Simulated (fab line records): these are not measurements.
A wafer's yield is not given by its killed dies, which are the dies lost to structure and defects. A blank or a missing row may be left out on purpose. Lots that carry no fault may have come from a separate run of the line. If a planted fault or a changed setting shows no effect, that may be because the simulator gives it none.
A lot that was struck, set against a sound lot || flow berkeleyCmos170 || 14 out of 331 route steps
Sound: these wafers, L540.1, L540.3, L540.6. Wafers struck: L550.2, L550.4, L550.5. The cause is given at the end.
Per side, at each step with rows, come the tool, then ch with its chambers, and then its first start. Under that, the readings that differ: sound wafers || struck wafers || difference of the means || sigmas: that difference in standard deviations of wafers without a fault.
alike: words and numbers the same on both sides, and readings whose means are apart by under 2 such deviations; not compared: readings that were withheld, readings missing a value for some wafer, numbers with overlapping values and no deviation given by the record, and bounds like >300 which may hide the same value.
Wherever a step has rows on one side only, a row that says differs or no value, or a row with sigmas, the two part there. Numbers that have no deviation but don't overlap get no sigmas and don't part them. A reading missing from all wafers of one side parts the sides only when that side holds two or more wafers.

UCB170_M2_CD_MEAS_90: the cd target is 700 nm.
  sound on cdSem-02, day 7 16:18; struck on cdSem-02, day 9 12:51
  alike: cdNm
UCB170_V2_CVD_00: deposits SiO2 from TEOS/O2, target thk 2000 nm, time 250 s.
  sound on pecvd-01 ch 1,2, day 7 16:25; struck on pecvd-04 ch 0,2, day 9 12:57
  alike: heaterPowerW
UCB170_V2_THK_MEAS_01:
  sound on filmMetro-04, day 7 16:34; struck on filmMetro-01, day 9 13:07
  alike: V2_TEOS_THK
UCB170_V2_CMP_02: polishes SiO2.
  sound on cmp-02 ch 0,2,3, day 7 16:38; struck on cmp-02 ch 1,2,3, day 9 13:13
  alike: motorCurrentA
UCB170_V2_BOW_MEAS_03:
  sound on filmMetro-04, day 7 16:56; struck on filmMetro-01, day 9 13:29
  alike: V2_BOW
UCB170_V2_THK_MEAS_04:
  sound on filmMetro-04, day 7 17:03; struck on filmMetro-01, day 9 13:35
  alike: V2_POLISHED_THK
then, 6 steps without rows for these wafers: UCB170_V2_CLEAN_05 (cleans in DIW); UCB170_V2_HMDS_06 (prime time 60 s); UCB170_V2_COAT_07 (resist thk 900 nm); UCB170_V2_SOFTBAKE_08 (time 60 s); UCB170_V2_EXPOSE_09 (exposes mask VIA2, target cd 700 nm); UCB170_V2_PEB_10.
UCB170_V2_DEVELOP_11: develop time 45 s.
  struck on lithoTrack-03, day 9 16:00; sound on lithoTrack-03 ch 0, day 7 18:00
  no value came back on the struck wafers for chillPlateTempC (C), developTimeS (s); on the sound wafers chillPlateTempC (C) reads 23.05 23.06 23.08
{"reading": "model.KrF_of_V2_COAT_07.thkNm (nm)", "sound": "887.3 886.4 887.5", "struck": "902.6 903.5 902.3", "difference": "+15.7", "sigmas": ""}
UCB170_V2_CD_MEAS_12: the cd target is 700 nm.
  sound on cdSem-02, day 7 18:18; struck on cdSem-02, day 9 16:19
{"reading": "cdNm (nm)", "sound": "700.8 701.6 701.7", "struck": "- - -", "difference": "no value on the struck wafers", "sigmas": ""}

== WHERE THEY PART ==
Last at UCB170_V2_CD_MEAS_12 as far as this record goes, first at UCB170_V2_DEVELOP_11.

WHY: whatever the simulator had introduced
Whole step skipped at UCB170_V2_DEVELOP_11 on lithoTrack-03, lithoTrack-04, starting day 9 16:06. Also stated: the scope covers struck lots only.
